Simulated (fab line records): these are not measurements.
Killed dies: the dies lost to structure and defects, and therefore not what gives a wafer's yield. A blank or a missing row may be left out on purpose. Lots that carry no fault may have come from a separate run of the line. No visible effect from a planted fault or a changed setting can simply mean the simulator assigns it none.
A struck lot beside a sound one || flow berkeley cmos170 || 17 steps out of a route of 331
Sound: the wafers L192.3, L192.4, L192.5. Struck: wafer L198.5 (left out: L198.2, L198.6 of the same lot, which were not struck); the cause appears at the end.
For every step that has rows: the tool of each side, followed by ch and its chambers, followed by its first start. Under that, the readings that differ: sound wafers || struck wafers || difference of the means || sigmas: that difference in standard deviations of wafers without a fault.
alike: a reading whose means differ by less than 2 such deviations, as well as words and numbers matching on both sides. not compared: withheld readings; readings where some wafer has no value; bounds like >300 that might hide an equal value; numbers whose values overlap and for which the record gives no deviation.
A row with sigmas, a row that says differs or no value, or rows on one side alone: a step with any of these is where the two part. Numbers that don't overlap but have no deviation are shown without sigmas and don't part them. Lack of a reading on every wafer of one side parts them only where that side has two or more wafers.

first, 1 step without rows for these wafers: UCB170_PWELL_OXIDATION_02 (target thk 26.4 nm, ox time 1260 s).
UCB170_PWELL_THK_MEAS_03:
  sound: film metro-01 at day 3 16:56; struck: film metro-01 at day 5 05:54
  alike: PWELL_OXIDE_THK
then, 2 steps without rows for these wafers: UCB170_PWELL_ANNEAL_04 (time 900 s); UCB170_PWELL_CVD_05 (deposits Si3N4 from SiH2Cl2/NH3, target thk 220 nm, time 3300 s).
UCB170_PWELL_THK_MEAS_06:
  sound: film metro-04 at day 3 21:26; struck: film metro-02 at day 5 12:58
{"reading": "PWELL_NITRIDE_THK (nm)", "sound": "222.5 223.4 222.4", "struck": 218.0, "difference": -4.8, "sigmas": -2}
then, 6 steps without rows for these wafers: UCB170_PWELL_HMDS_07 (prime time 60 s); UCB170_PWELL_COAT_08 (resist thk 900 nm); UCB170_PWELL_SOFTBAKE_09 (time 60 s); UCB170_PWELL_EXPOSE_10 (exposes mask PWELL, target cd 3000 nm); UCB170_PWELL_PEB_11; UCB170_PWELL_DEVELOP_12 (develop time 45 s).
UCB170_PWELL_OVL_MEAS_13:
  sound: overlay-02 at day 3 22:19; struck: overlay-02 at day 5 13:58
  alike: PWELL_OVL
UCB170_PWELL_ETCH_14: etches Si3N4 in CH3F/Ar/O2, stops on SiO2, target depth 242 nm, time 151 s.
  sound on rie diel-02 ch 1,2,3, day 3 22:21; struck on rie diel-03 ch 2, day 5 13:59
{"reading": "rf fwd power W (W)", "sound": "447.8 449.6 448.3", "struck": 518.9, "difference": "+70.3", "sigmas": "+47"}
{"reading": "model.KrF_of_PWELL_COAT_08.thk nm (nm)", "sound": "726.9 722.5 723.6", "struck": 719.1, "difference": -5.2, "sigmas": ""}
{"reading": "model.SiO2_of_PWELL_OXIDATION_02.thk nm (nm)", "sound": "22.72 22.61 22.44", "struck": 19.31, "difference": -3.28, "sigmas": ""}
  alike: drypump motor current A, oes product au, throttle valve pct
  not compared: rf hours counter h
then, 1 step without rows for these wafers: UCB170_PWELL_IMPLANT_15.
UCB170_PWELL_STRIP_16: strips in O2.
  sound on plasma asher-04 ch 0,1, day 3 22:38; struck on plasma asher-02 ch 0, day 5 14:14
{"reading": "drypump motor current A (A)", "sound": "5.79 6.45 5.84", "struck": 5.54, "difference": -0.49, "sigmas": -2}
  alike: oes product au, strip time to endpoint s
  not compared: rf hours counter h
UCB170_PWELL_TW_MEAS_17:
  sound: film metro-01 at day 3 22:43; struck: film metro-01 at day 5 14:23
{"reading": "PWELL_TW", "sound": "379.3 379.7 379.8", "struck": 384.9, "difference": "+5.3", "sigmas": "+3"}
UCB170_M3_PROBE_99:
  rows exist in the record for the sound wafers here (prober-02, day 9 02:28), none for the struck ones

WHERE THEY PART
Last at UCB170_M3_PROBE_99 as far as this record goes, first at UCB170_PWELL_THK_MEAS_06.

WHY: the cause the simulator had injected
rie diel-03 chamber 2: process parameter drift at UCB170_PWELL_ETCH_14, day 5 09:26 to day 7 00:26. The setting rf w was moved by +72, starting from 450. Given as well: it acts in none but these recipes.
